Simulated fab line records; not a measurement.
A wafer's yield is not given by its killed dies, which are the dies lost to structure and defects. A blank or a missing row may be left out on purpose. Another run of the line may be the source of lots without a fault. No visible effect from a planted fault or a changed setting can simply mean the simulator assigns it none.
Which tool did it? ; flow rit cmos ; route of 202 steps, sampled at 1 step: 15 lots, 45 wafers

## WHAT THE GAUGES SHOWED, per wafer
No reading from a measuring or inspecting step in the record can be judged against a usual standard deviation.

## WHICH TOOL RAN EACH LOT (tool, then ch and the chambers of the sampled wafers, then the start)
lot;RIT_SPACER_ETCHBACK_05
L191;rie diel-01 ch 0,1,3, day 3 22:23
L193;rie diel-04 ch 0,1, day 4 14:54
L194;rie diel-03 ch 1,2,3, day 4 17:30
L195;rie diel-01 ch 2,3, day 4 23:14
L196;rie diel-03 ch 1,2, day 4 23:25
L200;rie diel-03 ch 0,1, day 5 22:35
L199;rie diel-03 ch 0,1, day 6 02:19
L201;rie diel-04 ch 2,3, day 6 02:19
L203;rie diel-04 ch 0,1,3, day 6 08:07
L202;rie diel-03 ch 0,1, day 6 08:16
L204;rie diel-03 ch 0,1, day 6 11:26
L205;rie diel-01 ch 0,1,2, day 6 11:50
L207;rie diel-03 ch 0,3, day 6 21:11
L212;rie diel-04 ch 0,1,2, day 7 16:17
L213;rie diel-01 ch 0,1,3, day 7 22:46
- RIT_SPACER_ETCHBACK_05: etches Si3N4 in SF6/CHF3, stops on SiO2, target depth 250 nm, time 240 s.

## AS READ BY THE TOOLS THEMSELVES (means over the sampled wafers that have a number; for cases with no such wafer, the mark the record gives instead)
RIT_SPACER_ETCHBACK_05. Usual: drypump motor current A 5.6 A, standard deviation 0.5; oes product au 0.835 a.u., standard deviation 0.012; run length s 268.3 s, standard deviation 0.38; throttle valve pct 10.34 %, standard deviation 0.15.
lot;tool;drypump motor current A (A);oes product au (a.u.);run length s (s);throttle valve pct (%);flag
L191;rie diel-01;5.5;0.837;268.2;10.18;
L193;rie diel-04;6.1;0.846;268.1;10.50;
L194;rie diel-03;5.3;0.822;268.3;10.38;
L195;rie diel-01;6.1;0.841;268.0;10.26;
L196;rie diel-03;5.6;0.832;268.4;10.49;
L200;rie diel-03;5.4;0.836;268.9;10.44;
L199;rie diel-03;5.3;0.836;268.6;10.37;
L201;rie diel-04;5.9;0.845;267.7;10.38;
L203;rie diel-04;5.9;0.832;268.1;10.42;
L202;rie diel-03;5.4;0.678;365.0;10.39;OFF
L204;rie diel-03;5.3;0.663;364.7;10.31;OFF
L205;rie diel-01;5.7;0.837;268.5;10.24;
L207;rie diel-03;5.0;0.653;364.4;10.19;OFF
L212;rie diel-04;6.0;0.841;268.2;10.43;
L213;rie diel-01;5.5;0.828;268.3;10.19;

## THE ANSWER, worked out from the rows above alone
Rule: a lot counts as off when the mean over its wafers that have a number is more than 3 standard deviations away from the usual mean. A lot without any number at a reading at which 4 lots or more have one is off too. Where the step has rows for the other lots, those lots are counted as sound. Order of review: gauges by route order, followed by the tools' own readings, for which a lot's mean as printed above is used. The first step at which some lot is off is used, and at that step the reading that is off furthest; a lot without a number counts as furthest.
Off at RIT_SPACER_ETCHBACK_05 (run length s): L202, L204, L207.
If a tool, at that step or one of the process steps before it, ran each lot that is off and ran no sound lot following the first of them, it fits. One fits: RIT_SPACER_ETCHBACK_05 on rie diel-03. A fault onset in the window from L199 (day 6 02:19, its last sound lot) to L202 (day 6 08:16, its first lot off) fits.
The tool's own readings at RIT_SPACER_ETCHBACK_05 bear it out: on the lots that are off they differ by more than 5 times the standard deviation of the sound lots' means. oes product au reads 0.665 a.u. there against 0.836 a.u. on the sound lots; run length s reads 364.7 s there against 268.3 s on the sound lots.

## WHAT HAD BEEN PUT IN BY THE SIMULATOR
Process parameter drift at RIT_SPACER_ETCHBACK_05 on rie diel-03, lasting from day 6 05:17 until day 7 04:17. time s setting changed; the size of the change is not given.
Shown lots that were struck: L202, L204, L207. The same result came from the rule above.
